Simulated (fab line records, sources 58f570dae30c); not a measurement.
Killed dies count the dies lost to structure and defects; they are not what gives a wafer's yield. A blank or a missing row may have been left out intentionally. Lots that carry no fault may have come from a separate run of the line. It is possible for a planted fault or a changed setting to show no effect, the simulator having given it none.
Split-lot trial :: flow berkeley cmos170 :: 5 lots, 23 wafers read, on a route of 331 steps

== ON THE SPLIT ==
At UCB170_M3_METAL_ETCH_18 (etches Al in Cl2/BCl3, stops on SiO2, target depth 1170 nm, time 195 s), the setting time s was moved away from the recipe's 195 s on 8 of the 23 wafers read, by -5.2% to +8.5%. All remaining wafers had this setting at the recipe value.

Reading taken at the split's own step.

== THE READING ==
SiO2_of_V2_CVD_00.thk nm (the simulator's own value, which no gauge read), in nm, at UCB170_M3_METAL_ETCH_18 (etches Al in Cl2/BCl3, stops on SiO2, target depth 1170 nm, time 195 s). The file does not state a usual value for it. Across the 15 wafers here that went through the recipe, the average is 938.0 nm and the standard deviation 1.9 nm.

wafer: L074.1
tool, chamber at the split: rie metal-03, 0
time s as run, s: 211.1
against the recipe: +8.3%
SiO2_of_V2_CVD_00.thk nm, nm: 935.4
against lot-mates on the recipe: -4.8

wafer: L074.2
tool, chamber at the split: rie metal-03, 0
time s as run, s: 195
against the recipe: recipe
SiO2_of_V2_CVD_00.thk nm, nm: 938.2
against lot-mates on the recipe: -

wafer: L074.3
tool, chamber at the split: rie metal-03, 0
time s as run, s: 195
against the recipe: recipe
SiO2_of_V2_CVD_00.thk nm, nm: 941
against lot-mates on the recipe: -

wafer: L074.4
tool, chamber at the split: rie metal-03, 0
time s as run, s: 211.1
against the recipe: +8.3%
SiO2_of_V2_CVD_00.thk nm, nm: 935.3
against lot-mates on the recipe: -4.9

wafer: L074.6
tool, chamber at the split: rie metal-03, 0
time s as run, s: 195
against the recipe: recipe
SiO2_of_V2_CVD_00.thk nm, nm: 941.5
against lot-mates on the recipe: -

wafer: L075.4
tool, chamber at the split: rie metal-01, 1
time s as run, s: 195
against the recipe: recipe
SiO2_of_V2_CVD_00.thk nm, nm: 938.4
against lot-mates on the recipe: -

wafer: L075.5
tool, chamber at the split: rie metal-01, 0
time s as run, s: 195
against the recipe: recipe
SiO2_of_V2_CVD_00.thk nm, nm: 940.8
against lot-mates on the recipe: -

wafer: L075.6
tool, chamber at the split: rie metal-01, 1
time s as run, s: 195
against the recipe: recipe
SiO2_of_V2_CVD_00.thk nm, nm: 938.3
against lot-mates on the recipe: -

wafer: L076.1
tool, chamber at the split: rie metal-04, 0
time s as run, s: 195
against the recipe: recipe
SiO2_of_V2_CVD_00.thk nm, nm: 937.6
against lot-mates on the recipe: -

wafer: L076.2
tool, chamber at the split: rie metal-04, 1
time s as run, s: 204
against the recipe: +4.6%
SiO2_of_V2_CVD_00.thk nm, nm: 935.2
against lot-mates on the recipe: -1.9

wafer: L076.3
tool, chamber at the split: rie metal-04, 1
time s as run, s: 204
against the recipe: +4.6%
SiO2_of_V2_CVD_00.thk nm, nm: 936.4
against lot-mates on the recipe: -0.7

wafer: L076.5
tool, chamber at the split: rie metal-04, 0
time s as run, s: 195
against the recipe: recipe
SiO2_of_V2_CVD_00.thk nm, nm: 937.2
against lot-mates on the recipe: -

wafer: L076.6
tool, chamber at the split: rie metal-04, 1
time s as run, s: 195
against the recipe: recipe
SiO2_of_V2_CVD_00.thk nm, nm: 936.5
against lot-mates on the recipe: -

wafer: L085.1
tool, chamber at the split: rie metal-04, 1
time s as run, s: 195
against the recipe: recipe
SiO2_of_V2_CVD_00.thk nm, nm: 935.1
against lot-mates on the recipe: -

wafer: L085.2
tool, chamber at the split: rie metal-04, 0
time s as run, s: 184.8
against the recipe: -5.2%
SiO2_of_V2_CVD_00.thk nm, nm: 940.1
against lot-mates on the recipe: +3.9

wafer: L085.3
tool, chamber at the split: rie metal-04, 1
time s as run, s: 184.8
against the recipe: -5.2%
SiO2_of_V2_CVD_00.thk nm, nm: 940.4
against lot-mates on the recipe: +4.2

wafer: L085.4
tool, chamber at the split: rie metal-04, 0
time s as run, s: 195
against the recipe: recipe
SiO2_of_V2_CVD_00.thk nm, nm: 935.3
against lot-mates on the recipe: -

wafer: L085.6
tool, chamber at the split: rie metal-04, 1
time s as run, s: 195
against the recipe: recipe
SiO2_of_V2_CVD_00.thk nm, nm: 938.2
against lot-mates on the recipe: -

wafer: L083.1
tool, chamber at the split: rie metal-04, 0
time s as run, s: 211.6
against the recipe: +8.5%
SiO2_of_V2_CVD_00.thk nm, nm: 930.6
against lot-mates on the recipe: -6.5

wafer: L083.4
tool, chamber at the split: rie metal-04, 0
time s as run, s: 211.6
against the recipe: +8.5%
SiO2_of_V2_CVD_00.thk nm, nm: 930.6
against lot-mates on the recipe: -6.5

wafer: L083.3
tool, chamber at the split: rie metal-04, 1
time s as run, s: 195
against the recipe: recipe
SiO2_of_V2_CVD_00.thk nm, nm: 937.6
against lot-mates on the recipe: -

wafer: L083.5
tool, chamber at the split: rie metal-04, 0
time s as run, s: 195
against the recipe: recipe
SiO2_of_V2_CVD_00.thk nm, nm: 935.3
against lot-mates on the recipe: -

wafer: L083.6
tool, chamber at the split: rie metal-04, 1
time s as run, s: 195
against the recipe: recipe
SiO2_of_V2_CVD_00.thk nm, nm: 938.4
against lot-mates on the recipe: -

THE FIT
A straight line over all 23 wafers: SiO2_of_V2_CVD_00.thk nm changes by -0.554 nm for each +1% of time s; r = -0.75; the points scatter about the line by 1.9 nm.
The same after taking each lot's own level away (the mean of its wafers on the recipe; 23 wafers): -0.664 nm for each +1%; r = -0.91; scatter 1.2 nm.
According to that fit, moving time s by its largest amount changes the reading by 5.7 nm.
The lots' own levels span 936.20 to 940.23 nm, that is 2.1 times the standard deviation above.
So the lot-to-lot level blurs the effect unless lot-mates are compared.
Check: for one of the wafers moved furthest among these (+8.5%), held out of the fit, the line's prediction against its lot-mates is -5.23 nm. It came out at -6.5 nm against them.

== THE OTHER SPLITS THESE WAFERS WENT THROUGH ==
Note: prior to the reading, these wafers also went through further splits. Each is held against what the fit with the lots' levels taken away leaves over:
other split on the same wafers: UCB170_PSD_PEB_04 peb temp c
wafers away from the commonest value: 8
r with SiO2_of_V2_CVD_00.thk nm (lot level and that fit taken away): -0.22

other split on the same wafers: UCB170_CONTACT_CVD_01 temp c
wafers away from the commonest value: 15
r with SiO2_of_V2_CVD_00.thk nm (lot level and that fit taken away): -0.13

other split on the same wafers: UCB170_V1_CVD_00 time s
wafers away from the commonest value: 5
r with SiO2_of_V2_CVD_00.thk nm (lot level and that fit taken away): -0.18

other split on the same wafers: UCB170_M2_SPUTTER_01 power w
wafers away from the commonest value: 12
r with SiO2_of_V2_CVD_00.thk nm (lot level and that fit taken away): -0.30

other split on the same wafers: UCB170_V2_COAT_07 resist thk nm
wafers away from the commonest value: 9
r with SiO2_of_V2_CVD_00.thk nm (lot level and that fit taken away): +0.04

other split on the same wafers: UCB170_V2_SOFTBAKE_08 temp c
wafers away from the commonest value: 10
r with SiO2_of_V2_CVD_00.thk nm (lot level and that fit taken away): -0.36

other split on the same wafers: UCB170_M3_COAT_10 resist thk nm
wafers away from the commonest value: 5
r with SiO2_of_V2_CVD_00.thk nm (lot level and that fit taken away): +0.12

== THE FILE'S OWN FIT ==
SiO2_of_V2_CVD_00.thk nm changes by -0.645 nm for each +1% of time s, r = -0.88.
